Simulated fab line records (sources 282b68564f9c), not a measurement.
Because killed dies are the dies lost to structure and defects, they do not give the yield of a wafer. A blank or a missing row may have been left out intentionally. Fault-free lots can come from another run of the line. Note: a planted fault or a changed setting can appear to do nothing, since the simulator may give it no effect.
A sampling plan put to the test / flow rit-cmos / one fab line, 15 faults that these records tell of, each judged on the records of the lots that it struck
The plan is the line's own looks: the steps of the route at which a gauge or an inspection reads the wafer and doesn't change it. Where struck wafers have a number at a look and the file lists that look's usual mean and standard deviation on fault-free wafers, the look can be judged. Caught: at a look after the fault's first step, the mean of the struck wafers lies 4 or more of those standard deviations (sigma) from the usual mean. On the tool: the identical test, applied to the tool's own readings at the steps of the fault. Also counted as caught: the struck wafers showing another recipe, or a record that is empty for them alone.

THE FAULTS, as the simulator had put them in
1. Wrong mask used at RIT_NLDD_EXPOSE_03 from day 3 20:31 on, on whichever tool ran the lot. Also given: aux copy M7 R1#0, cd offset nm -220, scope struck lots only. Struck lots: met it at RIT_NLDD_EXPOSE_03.
2. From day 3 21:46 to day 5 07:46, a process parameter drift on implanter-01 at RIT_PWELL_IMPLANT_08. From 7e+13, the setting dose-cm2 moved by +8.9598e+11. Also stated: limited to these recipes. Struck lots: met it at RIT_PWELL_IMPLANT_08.
3. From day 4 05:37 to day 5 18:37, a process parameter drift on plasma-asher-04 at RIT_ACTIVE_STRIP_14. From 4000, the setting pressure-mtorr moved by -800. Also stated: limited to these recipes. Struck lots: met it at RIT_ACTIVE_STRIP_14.
4. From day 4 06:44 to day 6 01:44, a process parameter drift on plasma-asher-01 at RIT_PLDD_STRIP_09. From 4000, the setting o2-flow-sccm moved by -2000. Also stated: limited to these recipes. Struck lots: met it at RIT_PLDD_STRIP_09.
5. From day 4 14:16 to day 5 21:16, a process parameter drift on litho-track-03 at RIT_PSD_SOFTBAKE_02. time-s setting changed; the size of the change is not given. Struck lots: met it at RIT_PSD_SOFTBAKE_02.
6. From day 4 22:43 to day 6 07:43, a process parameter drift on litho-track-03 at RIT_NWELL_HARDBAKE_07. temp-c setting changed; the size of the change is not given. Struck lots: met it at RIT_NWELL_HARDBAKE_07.
7. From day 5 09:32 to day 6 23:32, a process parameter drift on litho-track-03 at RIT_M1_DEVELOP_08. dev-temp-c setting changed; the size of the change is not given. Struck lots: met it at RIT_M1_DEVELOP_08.
8. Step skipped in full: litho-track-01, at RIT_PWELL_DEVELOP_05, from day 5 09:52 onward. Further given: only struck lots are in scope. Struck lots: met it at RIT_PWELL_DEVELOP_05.
9. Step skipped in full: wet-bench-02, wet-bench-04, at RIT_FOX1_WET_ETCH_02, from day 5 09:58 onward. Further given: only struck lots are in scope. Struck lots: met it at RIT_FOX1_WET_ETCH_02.
10. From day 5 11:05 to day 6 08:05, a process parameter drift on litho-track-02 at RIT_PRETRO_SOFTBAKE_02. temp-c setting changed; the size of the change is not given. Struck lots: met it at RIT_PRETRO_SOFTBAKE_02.
11. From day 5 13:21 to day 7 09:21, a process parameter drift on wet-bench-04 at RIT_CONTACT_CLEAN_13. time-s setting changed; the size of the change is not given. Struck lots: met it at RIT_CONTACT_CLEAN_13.
12. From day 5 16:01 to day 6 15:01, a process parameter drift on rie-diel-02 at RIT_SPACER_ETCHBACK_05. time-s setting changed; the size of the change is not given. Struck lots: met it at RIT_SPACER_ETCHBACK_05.
13. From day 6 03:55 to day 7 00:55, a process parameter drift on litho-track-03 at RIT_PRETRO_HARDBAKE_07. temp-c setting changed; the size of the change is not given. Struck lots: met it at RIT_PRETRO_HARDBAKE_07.
14. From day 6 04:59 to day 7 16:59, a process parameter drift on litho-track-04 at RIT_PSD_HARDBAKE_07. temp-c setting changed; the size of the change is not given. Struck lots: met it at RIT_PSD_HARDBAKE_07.
15. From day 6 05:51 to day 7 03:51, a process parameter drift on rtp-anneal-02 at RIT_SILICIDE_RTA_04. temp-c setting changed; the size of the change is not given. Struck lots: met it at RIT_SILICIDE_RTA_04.

WHAT THE PLAN SAW
fault=1; on the tool itself=under 2 sigma; first look that catches it=none of the 2 looks that can be judged after it; reading, sigma=-; median hours from its first step to that look=-; hours from the fault's start to the first struck lot there=-; judged looks passed uncaught=2
fault=2; on the tool itself=dose-ions-cm2 +12 sigma; first look that catches it=no look after it can be judged; reading, sigma=-; median hours from its first step to that look=-; hours from the fault's start to the first struck lot there=-; judged looks passed uncaught=0
fault=3; on the tool itself=chamber-pressure-mTorr -99 or beyond sigma; first look that catches it=no look after it can be judged; reading, sigma=-; median hours from its first step to that look=-; hours from the fault's start to the first struck lot there=-; judged looks passed uncaught=0
fault=4; on the tool itself=o2-flow-sccm -99 or beyond sigma; first look that catches it=no look after it can be judged; reading, sigma=-; median hours from its first step to that look=-; hours from the fault's start to the first struck lot there=-; judged looks passed uncaught=0
fault=5; on the tool itself=run-length-s -15 sigma; first look that catches it=no look after it can be judged; reading, sigma=-; median hours from its first step to that look=-; hours from the fault's start to the first struck lot there=-; judged looks passed uncaught=0
fault=6; on the tool itself=plate-temp-C -7.7 sigma; first look that catches it=no look after it can be judged; reading, sigma=-; median hours from its first step to that look=-; hours from the fault's start to the first struck lot there=-; judged looks passed uncaught=0
fault=7; on the tool itself=developer-temp-C +23 sigma; first look that catches it=not the one look that can be judged after it; reading, sigma=strongest: cd-nm at RIT_M1_CD_MEAS_09, +2.6; median hours from its first step to that look=-; hours from the fault's start to the first struck lot there=-; judged looks passed uncaught=1
fault=8; on the tool itself=the tool's record is blank for the struck wafers; first look that catches it=no look after it can be judged; reading, sigma=-; median hours from its first step to that look=-; hours from the fault's start to the first struck lot there=-; judged looks passed uncaught=0
fault=9; on the tool itself=the tool's record is blank for the struck wafers; first look that catches it=no look after it can be judged; reading, sigma=-; median hours from its first step to that look=-; hours from the fault's start to the first struck lot there=-; judged looks passed uncaught=0
fault=10; on the tool itself=heater-power-total-W +99 or beyond sigma; first look that catches it=not the one look that can be judged after it; reading, sigma=-; median hours from its first step to that look=-; hours from the fault's start to the first struck lot there=-; judged looks passed uncaught=1
fault=11; on the tool itself=run-length-s -11 sigma; first look that catches it=no look after it can be judged; reading, sigma=-; median hours from its first step to that look=-; hours from the fault's start to the first struck lot there=-; judged looks passed uncaught=0
fault=12; on the tool itself=run-length-s +99 or beyond sigma; first look that catches it=no look after it can be judged; reading, sigma=-; median hours from its first step to that look=-; hours from the fault's start to the first struck lot there=-; judged looks passed uncaught=0
fault=13; on the tool itself=plate-temp-C +30 sigma; first look that catches it=no look after it can be judged; reading, sigma=-; median hours from its first step to that look=-; hours from the fault's start to the first struck lot there=-; judged looks passed uncaught=0
fault=14; on the tool itself=heater-power-total-W -36 sigma; first look that catches it=no look after it can be judged; reading, sigma=-; median hours from its first step to that look=-; hours from the fault's start to the first struck lot there=-; judged looks passed uncaught=0
fault=15; on the tool itself=wafer_temp_C_max -42 sigma; first look that catches it=no look after it can be judged; reading, sigma=-; median hours from its first step to that look=-; hours from the fault's start to the first struck lot there=-; judged looks passed uncaught=0
A dash: the fault is not caught, or the number is missing from these records.

Caught at a look: 0 of 15. Caught on the tool: 14 of 15. By one or the other: 14 of 15.
On the tool alone, faults 2, 3, 4, 5, 6, 7, 8, 9, 10, 11, 12, 13, 14, 15 were caught.
Caught by neither: fault 1.
